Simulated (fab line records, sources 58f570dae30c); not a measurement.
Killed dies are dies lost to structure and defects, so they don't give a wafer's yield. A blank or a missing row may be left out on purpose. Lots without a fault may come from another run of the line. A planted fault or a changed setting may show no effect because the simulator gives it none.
Which tool did it? | flow berkeley_cmos170 | 13 lots, 35 wafers sampled, at 1 step of a route of 331

WHAT THE GAUGES READ, wafer by wafer
UCB170_ACTIVE_THK_MEAS_06.
lot  | measured    | on            | ACTIVE_NITRIDE_THK (nm)
L967 | day 4 10:33 | film_metro-01 | 218.6 219.3 220.2
L968 | day 4 10:33 | film_metro-03 | 219.3 219.5 218.7
L969 | day 4 22:15 | film_metro-04 | 222.7 224.9 224.7
L971 | day 4 22:15 | film_metro-03 | 220.1 222.9 220.1
L970 | day 4 22:17 | film_metro-01 | 221.5 224.3 221.2
L972 | day 5 10:03 | film_metro-01 | 220.0 217.8 220.0
L973 | day 5 18:44 | film_metro-01 | 222.7 223.5 224.0
L974 | day 5 18:46 | film_metro-03 | 220.0 219.1 219.4
L975 | day 6 12:41 | film_metro-03 | 220.7 220.4 221.0
L977 | day 6 12:42 | film_metro-04 | 219.3 219.2 220.2
L981 | day 7 21:32 | film_metro-03 | 221.9
L983 | day 7 21:33 | film_metro-01 | 222.1
L990 | day 9 04:51 | film_metro-01 | 220.3 221.2 221.4

WHICH TOOL RAN EACH LOT (tool, then ch and the chambers of the sampled wafers, then the start)
The record holds no process step before these readings.

WHAT THE TOOLS THEMSELVES READ (means of the sampled wafers that have a number; where no wafer has one, the mark that the record gives instead)
The record holds no such reading with a usual standard deviation.

THE ANSWER, worked out from the rows above alone
Rule: what is usual is taken from the lots themselves. Put in order of their means at a reading, lots are off if they are a third of the lots or fewer, leave a main group of 4 or more, and stand apart from it by a gap of 3 or more times the standard deviation of the main group's means; of several such gaps the widest counts. A main group whose means are all the same, to the digits that the tables above print for the reading, isn't used. A lot without any number at a reading at which 4 lots or more have one is off too. The other lots that the step has rows for count as sound. The gauges are gone through in route order, then the tools' own readings, and for those a lot's mean is taken as printed above. The first step at which some lot is off is used, and at that step the reading that is off furthest; a lot without a number counts as furthest.
No lot is off at any reading shown: from this, nothing can be told.

WHAT THE SIMULATOR HAD PUT IN
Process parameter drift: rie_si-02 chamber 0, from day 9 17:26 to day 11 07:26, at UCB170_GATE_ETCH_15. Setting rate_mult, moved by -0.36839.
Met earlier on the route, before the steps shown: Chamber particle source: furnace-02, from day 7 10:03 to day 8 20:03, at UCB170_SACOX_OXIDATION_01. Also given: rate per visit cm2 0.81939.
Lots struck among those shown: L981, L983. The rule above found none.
